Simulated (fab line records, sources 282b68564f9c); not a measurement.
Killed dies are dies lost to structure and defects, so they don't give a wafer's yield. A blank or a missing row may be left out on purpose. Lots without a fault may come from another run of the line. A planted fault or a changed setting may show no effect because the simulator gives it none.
Split-lot experiment | flow rit_cmos | 5 lots, 23 wafers read, on a route of 202 steps

THE SPLIT
At RIT_ACTIVE_ETCH_13 (etches Si3N4 in SF6, stops on SiO2, time 210 s, target depth 210 nm), the setting rf_w was moved away from the recipe's 125 W on 7 of the 23 wafers read, by -8.6% to +5.4%. The other wafers ran this setting at the recipe's value.

The reading is taken at the split's own step.

THE READING
NOVOLAK_of_ACTIVE_COAT_06.thk_nm (the simulator's own value, which no gauge read), in nm, at RIT_ACTIVE_ETCH_13 (etches Si3N4 in SF6, stops on SiO2, time 210 s, target depth 210 nm). The file gives no usual value for it. The 16 wafers here that ran the recipe average 651.5 nm, standard deviation 3.9 nm.

wafer  | tool, chamber at the split | rf_w as run, W | against the recipe | NOVOLAK_of_ACTIVE_COAT_06.thk_nm, nm | against lot-mates on the recipe
L074.1 | rie_diel-03, 0             | 125            | recipe             | 646.3                                | -
L074.2 | rie_diel-03, 2             | 125            | recipe             | 644.8                                | -
L074.4 | rie_diel-03, 1             | 125            | recipe             | 653.2                                | -
L074.5 | rie_diel-03, 0             | 125            | recipe             | 647.6                                | -
L074.6 | rie_diel-03, 3             | 125            | recipe             | 651.5                                | -
L075.1 | rie_diel-03, 1             | 114.2          | -8.6%              | 679                                  | +24.0
L075.2 | rie_diel-03, 0             | 125            | recipe             | 656.7                                | -
L075.3 | rie_diel-03, 2             | 125            | recipe             | 651.8                                | -
L075.4 | rie_diel-03, 3             | 125            | recipe             | 656.6                                | -
L075.6 | rie_diel-03, 3             | 114.2          | -8.6%              | 670.2                                | +15.2
L080.4 | rie_diel-01, 3             | 125            | recipe             | 650                                  | -
L080.5 | rie_diel-01, 0             | 125            | recipe             | 652.8                                | -
L080.6 | rie_diel-01, 3             | 125            | recipe             | 647.7                                | -
L081.1 | rie_diel-03, 0             | 131.8          | +5.4%              | 640                                  | -15.2
L081.2 | rie_diel-03, 2             | 125            | recipe             | 653.9                                | -
L081.3 | rie_diel-03, 3             | 125            | recipe             | 652.5                                | -
L081.4 | rie_diel-03, 1             | 125            | recipe             | 659.2                                | -
L081.5 | rie_diel-03, 3             | 131.8          | +5.4%              | 643.2                                | -12.0
L085.1 | rie_diel-03, 2             | 125            | recipe             | 647.1                                | -
L085.2 | rie_diel-03, 0             | 130.3          | +4.2%              | 642                                  | -7.8
L085.3 | rie_diel-03, 3             | 130.3          | +4.2%              | 642.4                                | -7.4
L085.5 | rie_diel-03, 1             | 130.3          | +4.2%              | 645.5                                | -4.2
L085.6 | rie_diel-03, 0             | 125            | recipe             | 652.4                                | -

THE FIT
A straight line over all 23 wafers: NOVOLAK_of_ACTIVE_COAT_06.thk_nm changes by -2.35 nm for each +1% of rf_w; r = -0.90; the points scatter about the line by 4 nm.
The same after taking each lot's own level away (the mean of its wafers on the recipe; 23 wafers): -2.17 nm for each +1%; r = -0.93; scatter 3.1 nm.
On that fit, the largest move of rf_w shifts the reading by 19 nm.
The lots' own levels span 648.68 to 655.20 nm, that is 1.7 times the standard deviation above.
So the lot-to-lot level changes the slope little: the two slopes agree.
Check: with one of the wafers moved furthest among these (-8.6%) left out of the fit, the line predicts +16.4 nm for it against its lot-mates. It came out at +24 nm against them.

OTHER SPLITS ON THESE WAFERS
These wafers also went through other splits before the reading. Each is held against what the fit with the lots' levels taken away leaves over:
other split on the same wafers   | wafers away from the commonest value | r with NOVOLAK_of_ACTIVE_COAT_06.thk_nm (lot level and that fit taken away)
RIT_ACTIVE_CVD_03 pressure_mtorr | 10                                   | -0.20

THE FILE'S OWN FIT
NOVOLAK_of_ACTIVE_COAT_06.thk_nm changes by -2.21 nm for each +1% of rf_w, r = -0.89.
